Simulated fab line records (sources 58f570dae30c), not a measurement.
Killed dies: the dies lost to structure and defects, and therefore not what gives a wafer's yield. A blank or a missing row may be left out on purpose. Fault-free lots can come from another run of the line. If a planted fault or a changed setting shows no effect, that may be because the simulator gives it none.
fab line records	flow berkeley_cmos170
record: lots: 5	wafers: 23
route steps=331 shown ZERO@13 NWELL@18 PWELL@36 ACTIVE@62 GATE@133 NLDD@162 PSD@183 NSD@188
start_h: start of the lot's first displayed wafer, in hours after the record's first day	wait_h: hours elapsed since this lot's preceding step	" identical to the entry in the row above	L1.1+2: several wafers, shown together as one row	- no value present, or no start provided	* or withheld: withheld	< > ~ a bound
route shown NAME@n: NAME is a module with steps in the file, n the number in the route of the first one	usual: mean/standard deviation of fault-free wafers	same: alike in all rows	chamber/n: place in a boat	sites: each site's reading	_std_site: standard deviation of those values	_edge_site: outer sites' mean less inner sites'	radius_mm: how far each site lies from the wafer's centre	mask NAME#n: copy n	behind: the tool/chamber that last shaped the wafer	hold: why the lot went on hold/how many hours it stayed there/how the hold came to an end	device: whichever transistor did not switch (one of n, p or np)	end of line: the tests these same wafers got at the end of their route	where a step has no rows: the recipe by itself	killed: not the wafer's yield, but the dies lost to structure and defects at the first sort	map: shows each die of a wafer: x if killed, . if not, _ if none is there
set.NAME: setting as actually run; set.NAME@STEP: the setting as run at that earlier step	model.NAME: the simulator's own value behind a step, which no gauge read
one table per step and one row per wafer, for lots whose settings were changed on purpose
== steps ==
step: UCB170_ZERO_STRIP_07
recipe: chemistry: O2	power_w: 400	pressure_mtorr: 3500	platen_temp_c: withheld	o2_flow_sccm: 400	overash_fraction: 0.5
usual: strip_time_to_endpoint_s: 21.48/0.054
lot.wafer	tool	chamber	start_h	wait_h	set.o2_flow_sccm	strip_time_to_endpoint_s
L074.4	plasma_asher-03	1	20.13	0.0	400	21.52
L074.5	"	0	"	"	400	21.51
L074.6	"	1	"	"	400	21.47
L077.1	plasma_asher-04	0	35.39	0.0	364.8	21.82
L077.2	"	1	"	"	364.8	21.79
L077.3	"	1	"	"	400	21.45
L077.4	"	0	"	"	400	21.57
L077.6	"	1	"	"	364.8	21.76
L078.2	plasma_asher-01	0	38.01	0.0	400	21.58
L078.3	"	0	"	"	350.5	22.05
L078.4	"	1	"	"	400	21.51
L078.5	"	0	"	"	400	21.50
L078.6	"	1	"	"	350.5	21.97
L079.1	plasma_asher-03	0	39.46	0.0	417.6	21.43
L079.2	"	1	"	"	417.6	21.40
L079.3	"	0	"	"	400	21.50
L079.4	"	1	"	"	417.6	21.42
L079.6	"	1	"	"	400	21.53
L082.2	plasma_asher-03	1	56.01	0.0	400	21.42
L082.3	"	0	"	"	400	21.39
L082.4	"	1	"	"	422.9	21.30
L082.5	"	0	"	"	422.9	21.29
L082.6	"	1	"	"	400	21.42
step: UCB170_NWELL_CVD_04
recipe: material: Si3N4	target_thk_nm: 224	temp_c: 800	precursor: SiH2Cl2/NH3	time_s: 3360	pressure_mtorr: 200	sih2cl2_flow_sccm: 25	nh3_flow_sccm: 75
lot.wafer	tool	chamber	start_h	wait_h	set.pressure_mtorr	model.Si3N4_of_NWELL_CVD_04.thk_nm
L074.4	lpcvd-02	1	28.40	0.0	200	222.5
L074.5	"	1	"	"	200	225.2
L074.6	"	1	"	"	200	225.3
L077.1	-	-	-	1.2	200	224.1
L077.2	"	-	"	"	200	224.6
L077.3	"	-	"	"	200	224.2
L077.4	"	-	"	"	200	223.3
L077.6	"	-	"	"	200	223.9
L078.2	-	-	-	0.4	186.6	213.5
L078.3+6	"	-	"	"	186.6	213.8
L078.4	"	-	"	"	186.6	215
L078.5	"	-	"	"	186.6	215.5
L079.1	-	-	-	0.8	218.2	232.6
L079.2	"	-	"	"	218.2	233.1
L079.3	"	-	"	"	218.2	232.5
L079.4	"	-	"	"	218.2	231.2
L079.6	"	-	"	"	218.2	229.6
L082.2	-	-	-	0.5	217	228.2
L082.3	"	-	"	"	217	227.9
L082.4	"	-	"	"	217	228.5
L082.5	"	-	"	"	217	229.3
L082.6	"	-	"	"	217	229.9
step: UCB170_NWELL_THK_MEAS_05
recipe: reads: Si3N4_of_NWELL_CVD_04
usual: NWELL_NITRIDE_THK: 223.8/2.2
lot.wafer	tool	chamber	start_h	wait_h	set.pressure_mtorr@NWELL_CVD_04	NWELL_NITRIDE_THK[nm]
L074.4	film_metro-02	-	31.33	0.0	200	222.6
L074.5	"	-	"	"	200	225.0
L074.6	"	-	"	"	200	225.3
L077.1	film_metro-02	-	-	-	200	224.1
L077.2	"	-	"	"	200	224.6
L077.3	"	-	"	"	200	224.3
L077.4	"	-	"	"	200	223.2
L077.6	"	-	"	"	200	224.1
L078.2	film_metro-03	-	-	-	186.6	213.7
L078.3	"	-	"	"	186.6	213.8
L078.4	"	-	"	"	186.6	215.0
L078.5	"	-	"	"	186.6	215.5
L078.6	"	-	"	"	186.6	213.9
L079.1	film_metro-02	-	-	-	218.2	232.5
L079.2	"	-	"	"	218.2	233.2
L079.3	"	-	"	"	218.2	232.5
L079.4	"	-	"	"	218.2	231.3
L079.6	"	-	"	"	218.2	229.6
L082.2	film_metro-02	-	-	-	217	228.2
L082.3	"	-	"	"	217	227.9
L082.4	"	-	"	"	217	228.2
L082.5	"	-	"	"	217	229.2
L082.6	"	-	"	"	217	229.8
step: UCB170_NWELL_HMDS_06
recipe: prime_time_s: 60	prime_temp_c: 100
step: UCB170_NWELL_COAT_07
recipe: resist: KrF	spin_rpm: 1500	resist_thk_nm: 900
step: UCB170_NWELL_DEVELOP_11
recipe: developer: TMAH	develop_time_s: 45	resist: KrF	dev_temp_c: 21
step: UCB170_NWELL_ETCH_13
recipe: chemistry: CH3F/Ar/O2	target: Si3N4	stop_on: SiO2	CH3F_flow_sccm: 20	Ar_flow_sccm: 50	O2_flow_sccm: 7	pressure_mtorr: 50	rf_w: 450	target_depth_a: 2464	over_etch_frac: 0.1	time_s: 154
lot.wafer	tool	chamber	start_h	wait_h	set.pressure_mtorr@NWELL_CVD_04	model.etch.depth_nm
L074.4	rie_diel-01	2	32.65	0.0	200	222.5
L074.5	"	3	"	"	200	225.2
L074.6	"	0	"	"	200	225.3
L077.1+2+4+6	rie_diel-01	0,3,3,0	46.56	0.0	200	-
L077.3	"	2	"	"	200	224.2
L078.2	rie_diel-01	2	50.45	0.0	186.6	213.5
L078.3+6	"	2	"	"	186.6	213.8
L078.4+5	"	3	"	"	186.6	-
L079.1+2+3+4+6	rie_diel-04	1,2,3,3,2	50.69	0.0	218.2	-
L082.2+3+4+5+6	rie_diel-02	1,0,2,2,1	67.51	0.0	217	-
step: UCB170_NWELL_IMPLANT_14
recipe: species: P	dose_cm2: 1e+13	energy_kev: 150	tilt_deg: 7
lot.wafer	tool	chamber	start_h	wait_h	set.dose_cm2
L074.4+5+6	implanter-02	0	32.83	0.1	1e+13
L077.1+3+6	implanter-03	0	46.67	0.1	9.516e+12
L077.2+4	"	0	"	"	1e+13
L078.2+3+4+5+6	implanter-02	0	50.63	0.1	1e+13
L079.1+2+6	implanter-04	0	50.79	0.1	1.065e+13
L079.3+4	"	0	"	"	1e+13
L082.2+3+5	implanter-02	0	67.63	0.1	1e+13
L082.4+6	"	0	"	"	1.075e+13
step: UCB170_NWELL_STRIP_15
recipe: chemistry: O2	power_w: 400	pressure_mtorr: 3500	platen_temp_c: withheld	o2_flow_sccm: 400	overash_fraction: 0.5
step: UCB170_NWELL_TW_MEAS_16
usual: NWELL_TW: 1248/8.1
lot.wafer	tool	chamber	start_h	wait_h	set.dose_cm2@NWELL_IMPLANT_14	NWELL_TW
L074.4	film_metro-03	-	33.04	0.1	1e+13	1249
L074.5	"	-	"	"	1e+13	1243
L074.6	"	-	"	"	1e+13	1239
L077.1	film_metro-03	-	46.92	0.1	9.516e+12	1225
L077.2	"	-	"	"	1e+13	1247
L077.3	"	-	"	"	9.516e+12	1224
L077.4	"	-	"	"	1e+13	1248
L077.6	"	-	"	"	9.516e+12	1226
L078.2	film_metro-02	-	50.86	0.1	1e+13	1261
L078.3	"	-	"	"	1e+13	1251
L078.4	"	-	"	"	1e+13	1253
L078.5	"	-	"	"	1e+13	1259
L078.6	"	-	"	"	1e+13	1255
L079.1	film_metro-04	-	51.04	0.1	1.065e+13	1263
L079.2	"	-	"	"	1.065e+13	1262
L079.3	"	-	"	"	1e+13	1237
L079.4	"	-	"	"	1e+13	1238
L079.6	"	-	"	"	1.065e+13	1262
L082.2	film_metro-04	-	67.87	0.1	1e+13	1229
L082.3	"	-	"	"	1e+13	1231
L082.4	"	-	"	"	1.075e+13	1264
L082.5	"	-	"	"	1e+13	1236
L082.6	"	-	"	"	1.075e+13	1268
step: UCB170_PWELL_OXIDATION_02
recipe: temp_c: 1000	ambient: O2	target_thk_a: 264	ox_time_s: 1260
lot.wafer	tool	chamber	start_h	wait_h	set.ox_time_s	model.SiO2_of_PWELL_OXIDATION_02.thk_nm
L074.4	furnace-01	0	37.87	0.0	1260	25.46
L074.5	"	0	"	"	1260	25.7
L074.6	"	0	"	"	1260	25.11
L077.1	-	-	-	1.1	1194	24.61
L077.2	"	-	"	"	1194	24.58
L077.3	"	-	"	"	1194	24.71
L077.4	"	-	"	"	1194	24.79
L077.6	"	-	"	"	1194	25.1
L078.2	-	-	-	2.2	1128	25.24
L078.3	"	-	"	"	1128	24.98
L078.4+6	"	-	"	"	1128	25.21
L078.5	"	-	"	"	1128	24.9
L079.1	-	-	-	2.2	1073	24.33
L079.2	"	-	"	"	1073	24.48
L079.3	"	-	"	"	1073	24.79
L079.4	"	-	"	"	1073	24.37
L079.6	"	-	"	"	1073	24.81
L082.2	-	-	-	1.3	1381	26.41
L082.3	"	-	"	"	1381	26.25
L082.4	"	-	"	"	1381	27.13
L082.5	"	-	"	"	1381	26.69
L082.6	"	-	"	"	1381	27.23
step: UCB170_ACTIVE_OXIDATION_02
recipe: temp_c: 1000	ambient: O2	target_thk_a: 264	ox_time_s: 1260
lot.wafer	tool	chamber	start_h	wait_h	set.temp_c	model.SiO2_of_ACTIVE_OXIDATION_02.thk_nm
L074.4	furnace-03	0	67.16	1.2	1000	25.91
L074.5	"	0	"	"	1000	25.74
L074.6	"	0	"	"	1000	26.06
L077.1	-	-	-	0.8	977.7	20.86
L077.2	"	-	"	"	977.7	20.33
L077.3	"	-	"	"	977.7	20.81
L077.4	"	-	"	"	977.7	21.04
L077.6	"	-	"	"	977.7	20.46
L078.2	-	-	-	2.6	973.4	19.83
L078.3	"	-	"	"	973.4	19.78
L078.4	"	-	"	"	973.4	19.66
L078.5	"	-	"	"	973.4	19.94
L078.6	"	-	"	"	973.4	19.46
L079.1	-	-	-	2.6	1024	32.17
L079.2	"	-	"	"	1024	32.79
L079.3	"	-	"	"	1024	32.3
L079.4	"	-	"	"	1024	32.51
L079.6	"	-	"	"	1024	32.13
L082.2	-	-	-	1.6	1000	26.33
L082.3	"	-	"	"	1000	26.12
L082.4	"	-	"	"	1000	25.98
L082.5	"	-	"	"	1000	26.62
L082.6	"	-	"	"	1000	26.24
step: UCB170_ACTIVE_THK_MEAS_03
recipe: reads: SiO2_of_ACTIVE_OXIDATION_02
usual: ACTIVE_OXIDE_THK: 26.1/0.48
lot.wafer	tool	chamber	start_h	wait_h	set.temp_c@ACTIVE_OXIDATION_02	ACTIVE_OXIDE_THK[nm]
L074.4	film_metro-03	-	68.54	0.0	1000	25.9
L074.5	"	-	"	"	1000	25.7
L074.6	"	-	"	"	1000	26.0
L077.1	film_metro-01	-	-	-	977.7	20.9
L077.2	"	-	"	"	977.7	20.3
L077.3	"	-	"	"	977.7	20.8
L077.4	"	-	"	"	977.7	21.0
L077.6	"	-	"	"	977.7	20.4
L079.1	film_metro-03	-	-	-	1024	32.1
L079.2	"	-	"	"	1024	32.8
L079.3	"	-	"	"	1024	32.2
L079.4	"	-	"	"	1024	32.5
L079.6	"	-	"	"	1024	32.1
L078.2	film_metro-04	-	-	-	973.4	19.8
L078.3	"	-	"	"	973.4	19.8
L078.4	"	-	"	"	973.4	19.7
L078.5	"	-	"	"	973.4	19.9
L078.6	"	-	"	"	973.4	19.4
L082.2	film_metro-01	-	-	-	1000	26.4
L082.3	"	-	"	"	1000	26.1
L082.4	"	-	"	"	1000	25.9
L082.5	"	-	"	"	1000	26.6
L082.6	"	-	"	"	1000	26.2
step: UCB170_ACTIVE_COAT_08
recipe: resist: KrF	spin_rpm: 1500	resist_thk_nm: 900
lot.wafer	tool	chamber	start_h	wait_h	set.resist_thk_nm	model.KrF_of_ACTIVE_COAT_08.thk_nm
L074.4	litho_track-01	0	73.30	0.1	900	903.8
L074.5	"	0	"	"	900	901.9
L074.6	"	0	"	"	900	902.6
L077.1	litho_track-04	0	80.08	0.1	900	901
L077.2	"	0	"	"	900	904.5
L077.3	"	0	"	"	900	897.5
L077.4	"	0	"	"	856.5	857.6
L077.6	"	0	"	"	856.5	861.5
L078.2	litho_track-04	0	90.93	0.1	880	880.7
L078.3	"	0	"	"	880	882.6
L078.4	"	0	"	"	900	901.7
L078.5	"	0	"	"	880	883.3
L078.6	"	0	"	"	900	903.4
L079.1	litho_track-03	0	91.20	0.1	900	904.9
L079.2	"	0	"	"	859.9	863.7
L079.3	"	0	"	"	900	907.1
L079.4	"	0	"	"	900	904.5
L079.6	"	0	"	"	859.9	866.6
L082.2	litho_track-04	0	110.77	0.1	900	902.1
L082.3	"	0	"	"	882.9	885
L082.4	"	0	"	"	900	904.1
L082.5	"	0	"	"	882.9	887.8
L082.6	"	0	"	"	900	902.8
step: UCB170_ACTIVE_SOFTBAKE_09
recipe: resist: KrF	temp_c: 130	time_s: 60
lot.wafer	tool	chamber	start_h	wait_h	set.time_s
L074.4+5+6	litho_track-01	0	73.45	0.1	60
L077.1+2+3+4+6	litho_track-04	0	80.23	0.1	60
L078.2+3+4+5+6	litho_track-04	0	91.08	0.1	60
L079.1+4	litho_track-03	0	91.35	0.1	60
L079.2+3+6	"	0	"	"	62.33
L082.2+4+5	litho_track-04	0	110.92	0.1	60
L082.3+6	"	0	"	"	56.22
step: UCB170_ACTIVE_EXPOSE_10
recipe: mask_id: ACTIVE	target_cd_nm: 1200	na: 0.5	sigma_outer: 0.6	source_shape: conventional	dose_mj: 20
step: UCB170_ACTIVE_PEB_11
recipe: peb_temp_c: 130	peb_time_s: withheld	resist: KrF
step: UCB170_ACTIVE_ETCH_15
recipe: chemistry: CH3F/Ar/O2	target: Si3N4	stop_on: SiO2	CH3F_flow_sccm: 20	Ar_flow_sccm: 50	O2_flow_sccm: 7	pressure_mtorr: 50	rf_w: 450	target_depth_a: 2420	over_etch_frac: 0.1	time_s: 151
lot.wafer	tool	chamber	start_h	wait_h	set.resist_thk_nm@ACTIVE_COAT_08	model.KrF_of_ACTIVE_COAT_08.thk_nm
L074.4	rie_diel-03	2	74.40	0.0	900	730.1
L074.5	"	1	"	"	900	723
L074.6	"	0	"	"	900	728
L077.1	rie_diel-03	3	81.18	0.0	900	727.7
L077.2	"	1	"	"	900	725.3
L077.3	"	2	"	"	900	721.4
L077.4	"	0	"	"	856.5	682
L077.6	"	3	"	"	856.5	687.4
L078.2	rie_diel-01	3	92.29	0.0	880	709.3
L078.3	"	1	"	"	880	704
L078.4	"	2	"	"	900	731.4
L078.5	"	0	"	"	880	713.4
L078.6	"	3	"	"	900	730.4
L079.1	rie_diel-03	3	92.41	0.0	900	732.2
L079.2	"	0	"	"	859.9	688.4
L079.3	"	2	"	"	900	732.1
L079.4	"	1	"	"	900	727.1
L079.6	"	3	"	"	859.9	693.6
L082.2	rie_diel-03	2	111.73	0.0	900	724.8
L082.3	"	2	"	"	882.9	708.9
L082.4	"	1	"	"	900	726
L082.5	"	2	"	"	882.9	713.1
L082.6	"	1	"	"	900	724.2
step: UCB170_ACTIVE_STRIP_16
recipe: chemistry: O2	power_w: 400	pressure_mtorr: 3500	platen_temp_c: withheld	o2_flow_sccm: 400	overash_fraction: 0.5
usual: oes_product_au: 0.721/0.0048	strip_time_to_endpoint_s: 18.14/0.093
lot.wafer	tool	chamber	start_h	wait_h	set.power_w	set.resist_thk_nm@ACTIVE_COAT_08	oes_product_au	strip_time_to_endpoint_s
L074.4	plasma_asher-02	0	74.54	0.1	400	900	0.710	18.22
L074.5	"	0	"	"	400	900	0.717	18.05
L074.6	"	1	"	"	400	900	0.715	18.17
L077.1	plasma_asher-01	0	81.28	0.1	400	900	0.732	18.17
L077.2	"	1	"	"	436	900	0.754	16.99
L077.3	"	1	"	"	436	900	0.759	16.91
L077.4	"	0	"	"	400	856.5	0.720	17.07
L077.6	"	0	"	"	400	856.5	0.715	17.20
L078.2	plasma_asher-02	0	92.39	0.1	400	880	0.718	17.72
L078.3	"	0	"	"	360.7	880	0.687	18.99
L078.4	"	1	"	"	400	900	0.722	18.26
L078.5	"	1	"	"	360.7	880	0.687	19.26
L078.6	"	0	"	"	360.7	900	0.688	19.68
L079.1	plasma_asher-01	1	92.51	0.1	400	900	0.731	18.27
L079.2	"	0	"	"	400	859.9	0.716	17.23
L079.3	"	0	"	"	400	900	0.720	18.27
L079.4	"	1	"	"	372.1	900	0.702	19.15
L079.6	"	0	"	"	372.1	859.9	0.700	18.31
L082.2	plasma_asher-02	1	111.88	0.1	400	900	0.720	18.09
L082.3	"	0	"	"	400	882.9	0.723	17.72
L082.4	"	1	"	"	400	900	0.718	18.12
L082.5	"	0	"	"	400	882.9	0.719	17.80
L082.6	"	1	"	"	400	900	0.725	18.09
step: UCB170_GATE_COAT_07
recipe: resist: KrF	spin_rpm: 1500	resist_thk_nm: 900
lot.wafer	tool	chamber	start_h	wait_h	set.spin_rpm	model.KrF_of_GATE_COAT_07.thk_nm
L074.4	litho_track-03	0	-	-	1500	903.4
L074.5	"	0	"	"	1500	901.9
L074.6	"	0	"	"	1500	903.9
L077.1	litho_track-04	0	-	-	1600	876
L077.2	"	0	"	"	1600	875.9
L077.3	"	0	"	"	1500	903.8
L077.4	"	0	"	"	1600	876.8
L077.6	"	0	"	"	1500	902.9
L079.1	litho_track-04	0	-	-	1583	872.3
L079.2	"	0	"	"	1500	899
L079.3	"	0	"	"	1583	874.9
L079.4	"	0	"	"	1500	900.3
L079.6	"	0	"	"	1583	875.5
L078.2	litho_track-01	0	-	-	1500	895.3
L078.3	"	0	"	"	1500	894.5
L078.4	"	0	"	"	1606	865.4
L078.5	"	0	"	"	1606	866.3
L078.6	"	0	"	"	1606	863.8
L082.2	litho_track-04	0	-	-	1500	902.5
L082.3	"	0	"	"	1500	904.9
L082.4	"	0	"	"	1441	925.2
L082.5	"	0	"	"	1441	919.6
L082.6	"	0	"	"	1500	902.1
step: UCB170_NLDD_PEB_04
recipe: peb_temp_c: 130	peb_time_s: withheld	resist: KrF
lot.wafer	tool	chamber	start_h	wait_h	set.peb_temp_c
L074.4+5+6	litho_track-04	0	120.87	0.1	130
L077.1+2	litho_track-04	0	125.45	0.4	130
L077.3+4+6	"	0	"	"	132.2
L078.2+3+6	litho_track-03	0	135.59	0.2	130
L078.4+5	"	0	"	"	132.5
L079.1+2	litho_track-04	0	136.58	0.6	130
L079.3+4+6	"	0	"	"	131.1
L082.2+5+6	litho_track-04	0	153.56	0.2	127.9
L082.3+4	"	0	"	"	130
step: UCB170_NLDD_DEVELOP_05
recipe: developer: TMAH	develop_time_s: 45	resist: KrF	dev_temp_c: 21
step: UCB170_NLDD_CD_MEAS_06
recipe: target_cd_nm: 1200
usual: cd_nm: 1200.1/1.1
lot.wafer	tool	chamber	start_h	wait_h	set.peb_temp_c@NLDD_PEB_04	cd_nm
L074.4	cd_sem-01	-	121.13	-	130	1201.2
L074.5	"	-	"	"	130	1201.3
L074.6	"	-	"	"	130	1199.3
L077.1	cd_sem-02	-	125.74	-	130	1199.7
L077.2	"	-	"	"	130	1198.9
L077.3	"	-	"	"	132.2	1212.0
L077.4	"	-	"	"	132.2	1211.7
L077.6	"	-	"	"	132.2	1214.1
L078.2	cd_sem-01	-	135.86	-	130	1198.9
L078.3	"	-	"	"	130	1199.5
L078.4	"	-	"	"	132.5	1214.0
L078.5	"	-	"	"	132.5	1213.8
L078.6	"	-	"	"	130	1197.7
L079.1	cd_sem-01	-	136.85	-	130	1198.5
L079.2	"	-	"	"	130	1200.0
L079.3	"	-	"	"	131.1	1207.0
L079.4	"	-	"	"	131.1	1206.2
L079.6	"	-	"	"	131.1	1207.8
L082.2	cd_sem-02	-	153.83	-	127.9	1186.1
L082.3	"	-	"	"	130	1200.4
L082.4	"	-	"	"	130	1201.9
L082.5	"	-	"	"	127.9	1184.1
L082.6	"	-	"	"	127.9	1185.9
step: UCB170_PSD_IMPLANT_08
recipe: species: B	dose_cm2: 3e+15	energy_kev: 20	tilt_deg: 7
lot.wafer	tool	chamber	start_h	wait_h	set.dose_cm2
L074.4+5+6	implanter-02	0	127.34	0.1	3e+15
L077.1+4	implanter-03	0	132.76	0.0	3.12e+15
L077.2+3+6	"	0	"	"	3e+15
L078.2+4+5	implanter-01	0	141.97	0.0	3e+15
L078.3+6	"	0	"	"	2.81e+15
L079.1+2+3+4+6	implanter-02	0	142.36	0.0	3e+15
L082.2+3+4+5+6	implanter-03	0	159.33	0.0	3e+15
step: UCB170_PSD_STRIP_09
recipe: chemistry: O2	power_w: 400	pressure_mtorr: 3500	platen_temp_c: withheld	o2_flow_sccm: 400	overash_fraction: 0.5
usual: strip_time_to_endpoint_s: 29.35/0.097
lot.wafer	tool	chamber	start_h	wait_h	set.dose_cm2@PSD_IMPLANT_08	strip_time_to_endpoint_s
L074.4	plasma_asher-04	1	127.45	0.1	3e+15	29.22
L074.5	"	1	"	"	3e+15	29.26
L074.6	"	0	"	"	3e+15	29.16
L077.1	plasma_asher-02	0	132.91	0.1	3.12e+15	29.86
L077.2	"	1	"	"	3e+15	29.30
L077.3	"	1	"	"	3e+15	29.36
L077.4	"	0	"	"	3.12e+15	29.76
L077.6	"	0	"	"	3e+15	29.27
L078.2	plasma_asher-04	1	142.10	0.1	3e+15	29.30
L078.3	"	1	"	"	2.81e+15	28.58
L078.4	"	0	"	"	3e+15	29.23
L078.5	"	0	"	"	3e+15	29.24
L078.6	"	1	"	"	2.81e+15	28.62
L079.1	plasma_asher-02	0	142.51	0.1	3e+15	29.31
L079.2	"	1	"	"	3e+15	29.19
L079.3	"	1	"	"	3e+15	29.30
L079.4	"	0	"	"	3e+15	29.23
L079.6	"	0	"	"	3e+15	29.30
L082.2	plasma_asher-03	1	159.46	0.1	3e+15	29.36
L082.3	"	0	"	"	3e+15	29.43
L082.4	"	1	"	"	3e+15	29.37
L082.5	"	0	"	"	3e+15	29.41
L082.6	"	1	"	"	3e+15	29.34
step: UCB170_NSD_COAT_01
recipe: resist: KrF	spin_rpm: 1500	resist_thk_nm: 900
lot.wafer	tool	chamber	start_h	wait_h	set.resist_thk_nm	model.KrF_of_NSD_COAT_01.thk_nm
L074.4	litho_track-04	0	128.03	0.1	900	899.8
L074.5	"	0	"	"	900	898.8
L074.6	"	0	"	"	900	902.6
L077.1	litho_track-01	0	134.03	0.1	900	898.9
L077.2	"	0	"	"	914.2	908.7
L077.3	"	0	"	"	900	896.3
L077.4	"	0	"	"	914.2	911.7
L077.6	"	0	"	"	900	895.9
L079.1	litho_track-04	0	143.75	0.1	926	929.6
L079.2	"	0	"	"	926	924.4
L079.3	"	0	"	"	900	900.9
L079.4	"	0	"	"	900	901.6
L079.6	"	0	"	"	926	929
L078.2+4	litho_track-03	0	143.78	0.1	900	905.7
L078.3	"	0	"	"	900	905.4
L078.5	"	0	"	"	900	907.7
L078.6	"	0	"	"	900	905.2
L082.2	litho_track-04	0	162.39	0.1	900	901.4
L082.3	"	0	"	"	943.1	946
L082.4	"	0	"	"	943.1	946.5
L082.5	"	0	"	"	943.1	944.2
L082.6	"	0	"	"	900	904.4
== key ==
split: step: UCB170_ZERO_STRIP_07	setting: o2_flow_sccm	stated: 400	by: wafer
response: step: UCB170_ZERO_STRIP_07	reading: strip_time_to_endpoint_s	change: *	per: 1%	r: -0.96
split: step: UCB170_NWELL_CVD_04	setting: pressure_mtorr	stated: 200	by: lot
response: step: UCB170_NWELL_CVD_04	reading: model.Si3N4_of_NWELL_CVD_04.thk_nm	change: +0.968	per: 1%	r: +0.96
response: step: UCB170_NWELL_THK_MEAS_05	reading: NWELL_NITRIDE_THK	change: +0.966	per: 1%	r: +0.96
response: step: UCB170_NWELL_ETCH_13	reading: model.etch.depth_nm	change: +1.58	per: 1%	r: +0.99
split: step: UCB170_NWELL_IMPLANT_14	setting: dose_cm2	stated: 1e+13	by: wafer
response: step: UCB170_NWELL_TW_MEAS_16	reading: NWELL_TW	change: +4.27	per: 1%	r: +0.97
split: step: UCB170_PWELL_OXIDATION_02	setting: ox_time_s	stated: 1260	by: lot
response: step: UCB170_PWELL_OXIDATION_02	reading: model.SiO2_of_PWELL_OXIDATION_02.thk_nm	change: +0.0843	per: 1%	r: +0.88
split: step: UCB170_ACTIVE_OXIDATION_02	setting: temp_c	stated: 1000	by: lot
response: step: UCB170_ACTIVE_OXIDATION_02	reading: model.SiO2_of_ACTIVE_OXIDATION_02.thk_nm	change: +2.5	per: 1%	r: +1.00
response: step: UCB170_ACTIVE_THK_MEAS_03	reading: ACTIVE_OXIDE_THK	change: +2.5	per: 1%	r: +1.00
split: step: UCB170_ACTIVE_COAT_08	setting: resist_thk_nm	stated: 900	by: wafer
response: step: UCB170_ACTIVE_COAT_08	reading: model.KrF_of_ACTIVE_COAT_08.thk_nm	change: +8.82	per: 1%	r: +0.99
response: step: UCB170_ACTIVE_ETCH_15	reading: model.KrF_of_ACTIVE_COAT_08.thk_nm	change: +8.6	per: 1%	r: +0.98
response: step: UCB170_ACTIVE_STRIP_16	reading: strip_time_to_endpoint_s	slope: *	per: 1%	together_with: power_w@ACTIVE_STRIP_16	explained: 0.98
split: step: UCB170_ACTIVE_SOFTBAKE_09	setting: time_s	stated: 60	by: wafer
response none clear
split: step: UCB170_ACTIVE_STRIP_16	setting: power_w	stated: 400	by: wafer
response: step: UCB170_ACTIVE_STRIP_16	reading: oes_product_au	change: +0.00343	per: 1%	r: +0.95
response: step: UCB170_ACTIVE_STRIP_16	reading: strip_time_to_endpoint_s	slope: *	per: 1%	together_with: resist_thk_nm@ACTIVE_COAT_08	explained: 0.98
split: step: UCB170_GATE_COAT_07	setting: spin_rpm	stated: 1500	by: wafer
response: step: UCB170_GATE_COAT_07	reading: model.KrF_of_GATE_COAT_07.thk_nm	change: -4.32	per: 1%	r: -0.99
split: step: UCB170_NLDD_PEB_04	setting: peb_temp_c	stated: 130	by: wafer
response: step: UCB170_NLDD_CD_MEAS_06	reading: cd_nm	change: +8.47	per: 1%	r: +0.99
split: step: UCB170_PSD_IMPLANT_08	setting: dose_cm2	stated: 3e+15	by: wafer
response: step: UCB170_PSD_STRIP_09	reading: strip_time_to_endpoint_s	change: *	per: 1%	r: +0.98
split: step: UCB170_NSD_COAT_01	setting: resist_thk_nm	stated: 900	by: wafer
response: step: UCB170_NSD_COAT_01	reading: model.KrF_of_NSD_COAT_01.thk_nm	change: +8.93	per: 1%	r: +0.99
